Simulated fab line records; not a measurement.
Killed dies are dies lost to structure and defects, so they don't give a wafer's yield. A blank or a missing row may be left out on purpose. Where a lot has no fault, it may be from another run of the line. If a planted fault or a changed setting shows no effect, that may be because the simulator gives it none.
Which tool was responsible?    flow berkeleyCmos170    14 lots (42 wafers sampled), 1 step of a 331-step route

## WHAT EACH GAUGE READ, for each wafer
UCB170_PSD_CD_MEAS_06: target cd 1200 nm.
lot   measured      on        cdNm (nm)
L511  day 7 12:59   cdSem-02  1201.8 1200.6 1201.7
L507  day 7 13:05   cdSem-01  1198.9 1199.4 1201.3
L508  day 7 14:47   cdSem-02  1201.2 1200.7 1200.9
L510  day 7 14:56   cdSem-01  1200.5 1200.2 1202.2
L509  day 7 15:35   cdSem-01  1199.2 1198.6 1199.6
L512  day 8 14:54   cdSem-01  1202.6 1202.5 1201.9
L515  day 9 02:07   cdSem-02  1198.5 1197.7 1197.7
L516  day 9 03:12   cdSem-01  1202.0 1201.2 1202.4
L520  day 10 02:23  cdSem-01  1198.5 1198.8 1198.9
L518  day 10 02:43  cdSem-02  1200.8 1200.2 1200.3
L521  day 10 02:59  cdSem-01  1200.6 1202.2 1200.0
L523  day 10 10:13  cdSem-02  1199.1 1199.4 1198.4
L526  day 11 03:27  cdSem-02  1200.3 1201.2 1200.0
L527  day 11 15:14  cdSem-02  1197.5 1198.9 1197.8

## WHICH TOOL RAN EACH LOT (tool, then ch and the chambers of the sampled wafers, then the start)
The record shows no process step preceding these readings.

## AS READ BY THE TOOLS THEMSELVES (means over the sampled wafers that have a number; for cases with no such wafer, the mark the record gives instead)
The record holds no such reading with a usual standard deviation.

## THE ANSWER, worked out from the rows above alone
Rule: usual is defined by the lots themselves. The widest of any qualifying gaps counts: lots, ordered by their means at a reading, are off when they make up no more than a third of the lots, leave a main group of 4 or more, and stand apart from it by 3 or more times the standard deviation of that group's means. A main group whose means are all the same, to the digits that the tables above print for the reading, isn't used. A lot without any number at a reading at which 4 lots or more have one is off too. The other lots that the step has rows for count as sound. First the gauges in route order, then the tools' own readings, where a lot's mean is used as printed above. The first step at which some lot is off is used, and at that step the reading that is off furthest; a lot without a number counts as furthest.
No lot is off on any of the readings shown, so nothing can be concluded from this.

## WHAT THE SIMULATOR PUT IN
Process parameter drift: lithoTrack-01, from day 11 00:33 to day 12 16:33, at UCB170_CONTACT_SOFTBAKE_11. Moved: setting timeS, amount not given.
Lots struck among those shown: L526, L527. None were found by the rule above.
